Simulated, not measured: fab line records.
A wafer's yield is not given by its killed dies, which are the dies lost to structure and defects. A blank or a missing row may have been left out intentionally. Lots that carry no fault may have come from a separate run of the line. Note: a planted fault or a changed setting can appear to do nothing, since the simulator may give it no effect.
Which tool did it? | flow ritCmos | 7 lots, 21 wafers sampled, at 2 steps of a route of 202

WHAT THE GAUGES READ, wafer by wafer
RIT_SDANNEAL_RS_MEAS_04: measures by four-point-probe.
lot  | measured    | on           | PSD_RS (ohm/sq)
L465 | day 3 18:47 | filmMetro-04 | 115.5 115.6 115.6
L468 | day 4 10:21 | filmMetro-02 | 116.0 116.1 116.1
L470 | day 4 19:33 | filmMetro-02 | 115.9 116.0 116.0
L474 | day 5 17:57 | filmMetro-01 | 115.9 116.2 116.2
L476 | day 6 00:36 | filmMetro-01 | 111.8 111.8 111.9
L480 | day 7 03:23 | filmMetro-01 | 115.5 115.3 115.3
L485 | day 9 00:43 | filmMetro-01 | 115.3 115.7 115.8

TOOL THAT RAN EACH LOT (tool first, then ch and the chambers of the sampled wafers, then the start)
lot  | RIT_PSD_IMPLANT_08
L465 | implanter-04 ch 0, day 3 17:58
L468 | implanter-01 ch 0, day 4 09:33
L470 | implanter-01 ch 0, day 4 18:44
L474 | implanter-04 ch 0, day 5 17:09
L476 | implanter-04 ch 0, day 5 23:48
L480 | implanter-02 ch 0, day 7 02:35
L485 | implanter-02 ch 0, day 8 23:53
- RIT_PSD_IMPLANT_08

THE ANSWER, worked out from the rows above alone
Rule: what is usual is taken from the lots themselves. Put in order of their means at a reading, lots are off if they are a third of the lots or fewer, leave a main group of 4 or more, and stand apart from it by a gap of 3 or more times the standard deviation of the main group's means; of several such gaps the widest counts. Not used: any main group whose means are identical at the precision the tables above print for the reading. A lot without any number at a reading at which 4 lots or more have one is off too. All remaining lots with rows at the step are treated as sound.
Off: L476, at RIT_SDANNEAL_RS_MEAS_04 (PSD_RS). The main group: mean 115.8 ohm/sq, standard deviation 0.28.
A tool fits if, at a process step before that reading, it ran every lot that is off, and no sound lot after the first of them. The gauges at RIT_SDANNEAL_RS_MEAS_04 are tried like those tools. One candidate fits, namely implanter-04 at RIT_PSD_IMPLANT_08. A fault onset in the window from L474 (day 5 17:09, its last sound lot) to L476 (day 5 23:48, its first lot off) fits.

WHAT THE SIMULATOR PUT IN
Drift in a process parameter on implanter-04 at RIT_PSD_IMPLANT_08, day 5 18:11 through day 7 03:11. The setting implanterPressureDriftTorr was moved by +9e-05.
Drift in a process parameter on implanter-04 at RIT_PSD_IMPLANT_08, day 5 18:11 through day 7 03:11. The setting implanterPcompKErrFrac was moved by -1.
Lots struck among those shown: L476. The rule above reached the same finding.
